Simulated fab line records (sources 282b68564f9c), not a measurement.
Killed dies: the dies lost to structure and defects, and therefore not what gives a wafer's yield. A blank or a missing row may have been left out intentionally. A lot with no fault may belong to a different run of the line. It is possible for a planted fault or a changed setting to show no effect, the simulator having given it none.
The same fault as seen by 2 desks | flow rit_cmos | each desk has only its own numbers; what lay behind them comes last

== AT THE METROLOGY DESK ==
Means of the sampled wafers that have a number, per lot and without regard to the tool the lot ran on: this is what the gauges read. If a lot's mean is further than 4 standard deviations from the usual mean, the lot is out of limits and carries the mark OUT (the distance appears in the brackets).
Columns: A = cd_nm at RIT_GATE_CD_MEAS_16, usual 150.7 nm
lot  | first seen here | A
L831 | day 2 20:23     | 149.0
L832 | day 3 00:04     | 152.9
L834 | day 3 10:08     | 150.7
L835 | day 3 14:59     | 146.5
L837 | day 3 22:26     | 150.2
L838 | day 4 04:37     | 151.7
L841 | day 4 17:14     | 149.8
L842 | day 5 00:37     | 49.2 (-48) OUT
L843 | day 5 05:49     | 151.9
L844 | day 5 08:56     | 90.5 (-29) OUT
L848 | day 6 02:06     | 152.2
L852 | day 7 01:46     | 150.5
L853 | day 7 06:50     | 151.7
L854 | day 7 11:56     | 154.5
This desk finds L842, L844 out of limits, L842 being first, at day 5 00:37 (cd_nm at RIT_GATE_CD_MEAS_16). In limits: L831, L832, L834, L835, L837, L838, L841, L843, L848, L852, L853, L854.

== DESK OF THE TOOL OWNER: iline_stepper-01 ==
The tool's own readings at RIT_GATE_EXPOSE_13 (exposes mask M6, target cd 150 nm): means of the sampled wafers that have a number, for each lot that ran on this tool. If a lot's mean is further than 4 standard deviations from the usual mean, the lot is out of limits and carries the mark OUT (the distance appears in the brackets).
Columns: A = exposure_dose_mJ_cm2 at RIT_GATE_EXPOSE_13, usual 379.9
lot  | first seen here | A
L831 | day 2 19:59     | 380.0
L832 | day 2 23:40     | 379.7
L834 | day 3 09:44     | 379.6
L835 | day 3 14:27     | 379.7
L838 | day 4 04:13     | 379.7
L842 | day 5 00:13     | 364.6 (-43) OUT
L844 | day 5 08:32     | 350.8 (-81) OUT
This desk finds L842, L844 out of limits, L842 being first, at day 5 00:13 (exposure_dose_mJ_cm2 at RIT_GATE_EXPOSE_13). In limits: L831, L832, L834, L835, L838.

== PUT TOGETHER ==
At day 5 00:13, on L842, L844, the tool owner's desk was in a position to raise an alarm.
An alarm was possible from the metrology desk at day 5 00:37, on L842, L844.
All the named lots went through RIT_GATE_EXPOSE_13 on iline_stepper-01.

== WHAT HAD BEEN PUT IN BY THE SIMULATOR ==
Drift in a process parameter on iline_stepper-01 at RIT_GATE_EXPOSE_13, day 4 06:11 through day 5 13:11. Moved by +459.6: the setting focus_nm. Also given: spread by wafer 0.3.
Shown lots that were struck: L842, L844.
Fault start to first reading out of limits, in hours, per desk: tool owner, 18; metrology, 18.
